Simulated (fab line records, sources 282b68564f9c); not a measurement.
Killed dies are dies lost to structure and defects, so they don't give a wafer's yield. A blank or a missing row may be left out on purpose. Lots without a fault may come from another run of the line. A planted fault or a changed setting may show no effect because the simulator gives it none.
Which tool did it? | flow rit_cmos | 6 lots, 18 wafers sampled, at 2 steps of a route of 202

WHAT THE GAUGES READ, wafer by wafer
RIT_ACTIVE_THK_MEAS_02.
lot  | measured    | on            | ACTIVE_OXIDE_THK (nm)
L948 | day 1 23:07 | film_metro-02 | 47.4 47.0 47.3
L950 | day 2 08:51 | film_metro-01 | 46.3 46.3 47.0
L952 | day 2 19:53 | film_metro-04 | 47.6 47.2 47.2
L954 | day 3 04:03 | film_metro-02 | 47.6 47.2 47.1
L961 | day 4 15:55 | film_metro-02 | 39.3 37.5 37.7
L967 | day 5 21:09 | film_metro-02 | 45.9 45.3 45.6

WHICH TOOL RAN EACH LOT (tool, then ch and the chambers of the sampled wafers, then the start)
lot  | RIT_ACTIVE_OXIDATION_01
L948 | furnace-03 ch 0, day 1 21:10
L950 | furnace-04 ch 0, day 2 06:55
L952 | furnace-03 ch 0, day 2 17:56
L954 | furnace-01 ch 0, day 3 02:07
L961 | furnace-03 ch 0, day 4 13:59
L967 | furnace-04 ch 0, day 5 19:12
- RIT_ACTIVE_OXIDATION_01: target thk 46.8 nm, ox time 3360 s.

THE ANSWER, worked out from the rows above alone
Rule: what is usual is taken from the lots themselves. Put in order of their means at a reading, lots are off if they are a third of the lots or fewer, leave a main group of 4 or more, and stand apart from it by a gap of 3 or more times the standard deviation of the main group's means; of several such gaps the widest counts. A main group whose means are all the same, to the digits that the tables above print for the reading, isn't used. A lot without any number at a reading at which 4 lots or more have one is off too. The other lots that the step has rows for count as sound.
Off: L961, at RIT_ACTIVE_THK_MEAS_02 (ACTIVE_OXIDE_THK). The main group: mean 46.8 nm, standard deviation 0.67.
A tool fits if, at a process step before that reading, it ran every lot that is off, and no sound lot after the first of them. The gauges at RIT_ACTIVE_THK_MEAS_02 are tried like those tools. One fits: furnace-03 at RIT_ACTIVE_OXIDATION_01. Its last sound lot is L952 (day 2 17:56), its first lot that is off L961 (day 4 13:59): a fault that began between those two fits.

WHAT THE SIMULATOR HAD PUT IN
Process parameter drift: furnace-03, from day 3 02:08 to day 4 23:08, at RIT_ACTIVE_OXIDATION_01. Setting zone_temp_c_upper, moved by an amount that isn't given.
Lots struck among those shown: L961. The rule above found the same.
